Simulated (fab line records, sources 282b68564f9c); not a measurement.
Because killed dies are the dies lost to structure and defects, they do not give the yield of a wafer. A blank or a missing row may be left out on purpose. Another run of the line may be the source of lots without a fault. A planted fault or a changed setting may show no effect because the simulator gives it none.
Which tool is to blame? | flow rit_cmos | 42 wafers from 14 lots sampled at 4 of the route's 202 steps

== WHAT THE GAUGES READ, wafer by wafer ==
RIT_ACTIVE_THK_MEAS_02.
lot  | measured    | on            | ACTIVE_OXIDE_THK (nm)
L154 | day 1 12:17 | film_metro-04 | 48.6 48.4 47.7
L155 | day 1 20:46 | film_metro-03 | 48.3 48.3 48.1
L157 | day 2 03:47 | film_metro-03 | 47.6 47.7 47.7
L159 | day 2 14:02 | film_metro-03 | 45.7 46.3 46.0
L161 | day 2 23:14 | film_metro-04 | 47.7 48.4 48.2
L163 | day 3 09:05 | film_metro-01 | 48.1 48.5 48.9
L164 | day 3 14:03 | film_metro-04 | 45.5 45.6 45.5
L165 | day 3 19:05 | film_metro-03 | 47.4 48.0 47.1
L166 | day 4 00:05 | film_metro-03 | 47.2 46.5 47.0
L168 | day 4 10:03 | film_metro-03 | 45.8 46.4 46.4
L170 | day 4 20:30 | film_metro-04 | 46.6 47.3 46.9
L174 | day 5 18:38 | film_metro-01 | 72.2 72.1 72.3
L175 | day 5 21:39 | film_metro-01 | 71.7 71.9 71.5
L176 | day 6 02:36 | film_metro-04 | 46.4 46.4 47.0

RIT_PRETRO_OVL_MEAS_06.
lot  | measured    | on         | PRETRO_OVL (nm)
L154 | day 2 15:50 | overlay-01 | 1.1 2.3 2.0
L155 | day 2 18:28 | overlay-01 | 1.0 -0.5 1.5
L157 | day 3 00:12 | overlay-01 | -1.3 2.0 -0.6
L159 | day 3 14:11 | overlay-01 | 0.2 -0.8 -1.0
L161 | day 3 19:02 | overlay-01 | 1.9 -0.8 -0.2
L163 | day 4 03:55 | overlay-01 | -1.1 -0.7 -1.7
L164 | day 4 09:53 | overlay-01 | -1.0 -1.2 -0.9
L165 | day 4 15:24 | overlay-01 | -0.8 2.2 2.9
L166 | day 4 20:37 | overlay-02 | 0.7 -0.1 1.9
L168 | day 5 07:28 | overlay-01 | -2.0 -3.2 -1.5
L170 | day 5 16:31 | overlay-01 | -0.1 -1.2 -1.6
L174 | day 6 16:11 | overlay-01 | 0.3 1.4 -0.8
L175 | day 7 01:25 | overlay-02 | -0.2 -0.4 0.6
L176 | day 7 06:20 | overlay-01 | -0.4 1.3 0.7

== EACH LOT AND THE TOOL THAT RAN IT (in order: tool; ch and the chambers of the sampled wafers; start) ==
lot  | RIT_ACTIVE_OXIDATION_01      | RIT_PWELL_STRIP_09
L154 | furnace-03 ch 0, day 1 10:22 | plasma_asher-02 ch 0,1, day 2 07:22
L155 | furnace-04 ch 0, day 1 18:50 | plasma_asher-03 ch 0,1, day 2 09:04
L157 | furnace-04 ch 0, day 2 01:50 | plasma_asher-03 ch 0,1, day 2 15:58
L159 | furnace-01 ch 0, day 2 12:05 | plasma_asher-03 ch 0,1, day 3 05:04
L161 | furnace-03 ch 0, day 2 21:16 | plasma_asher-03 ch 0,1, day 3 10:48
L163 | furnace-04 ch 0, day 3 07:08 | plasma_asher-02 ch 0,1, day 3 19:26
L164 | furnace-01 ch 0, day 3 12:07 | plasma_asher-03 ch 0,1, day 4 01:39
L165 | furnace-04 ch 0, day 3 17:08 | plasma_asher-02 ch 0,1, day 4 07:09
L166 | furnace-04 ch 0, day 3 22:08 | plasma_asher-02 ch 0,1, day 4 12:12
L168 | furnace-04 ch 0, day 4 08:07 | plasma_asher-03 ch 0,1, day 4 23:14
L170 | furnace-04 ch 0, day 4 18:33 | plasma_asher-03 ch 0,1, day 5 08:08
L174 | furnace-03 ch 0, day 5 16:43 | plasma_asher-04 ch 0,1, day 6 05:26
L175 | furnace-03 ch 0, day 5 19:43 | plasma_asher-03 ch 0,1, day 6 12:54
L176 | furnace-01 ch 0, day 6 00:38 | plasma_asher-04 ch 0,1, day 6 20:19
- RIT_ACTIVE_OXIDATION_01: target thk 46.8 nm, ox time 3360 s.
- RIT_PWELL_STRIP_09: strips in O2, time 180 s.

== AS READ BY THE TOOLS THEMSELVES (means over the sampled wafers that have a number; for cases with no such wafer, the mark the record gives instead) ==
RIT_PWELL_STRIP_09.
lot  | tool            | drypump_motor_current_A (A) | o2_flow_sccm (sccm)
L154 | plasma_asher-02 | 5.56                        | 4002
L155 | plasma_asher-03 | 5.99                        | 3992
L157 | plasma_asher-03 | 5.94                        | 3998
L159 | plasma_asher-03 | 6.00                        | 4008
L161 | plasma_asher-03 | 6.00                        | 3991
L163 | plasma_asher-02 | 5.59                        | 3998
L164 | plasma_asher-03 | 6.00                        | 4011
L165 | plasma_asher-02 | 5.59                        | 3986
L166 | plasma_asher-02 | 5.58                        | 3988
L168 | plasma_asher-03 | 5.98                        | 4002
L170 | plasma_asher-03 | 5.94                        | 4015
L174 | plasma_asher-04 | 6.24                        | 3983
L175 | plasma_asher-03 | 5.95                        | 4005
L176 | plasma_asher-04 | 6.20                        | 3983

== THE ANSWER, worked out from the rows above alone ==
Rule: the lots themselves supply what counts as usual. The widest of any qualifying gaps counts: lots, ordered by their means at a reading, are off when they make up no more than a third of the lots, leave a main group of 4 or more, and stand apart from it by 3 or more times the standard deviation of that group's means. A main group is skipped when, at the precision printed for the reading in the tables above, its means are all equal. A lot without any number at a reading at which 4 lots or more have one is off too. Where the step has rows for the other lots, those lots are counted as sound. The gauges are gone through in route order, then the tools' own readings, and for those a lot's mean is taken as printed above. The first step at which some lot is off is used, and at that step the reading that is off furthest; a lot without a number counts as furthest.
Off: L174, L175, at RIT_ACTIVE_THK_MEAS_02 (ACTIVE_OXIDE_THK). The main group has a mean of 47.2 nm with a standard deviation of 0.94.
A tool fits if, at a process step before that reading, it ran every lot that is off, and no sound lot after the first of them. The gauges at RIT_ACTIVE_THK_MEAS_02 are tried like those tools. This does not decide it: 2 tools fit, namely furnace-03 at RIT_ACTIVE_OXIDATION_01 and film_metro-01 at RIT_ACTIVE_THK_MEAS_02.

== WHAT THE SIMULATOR HAD INSERTED ==
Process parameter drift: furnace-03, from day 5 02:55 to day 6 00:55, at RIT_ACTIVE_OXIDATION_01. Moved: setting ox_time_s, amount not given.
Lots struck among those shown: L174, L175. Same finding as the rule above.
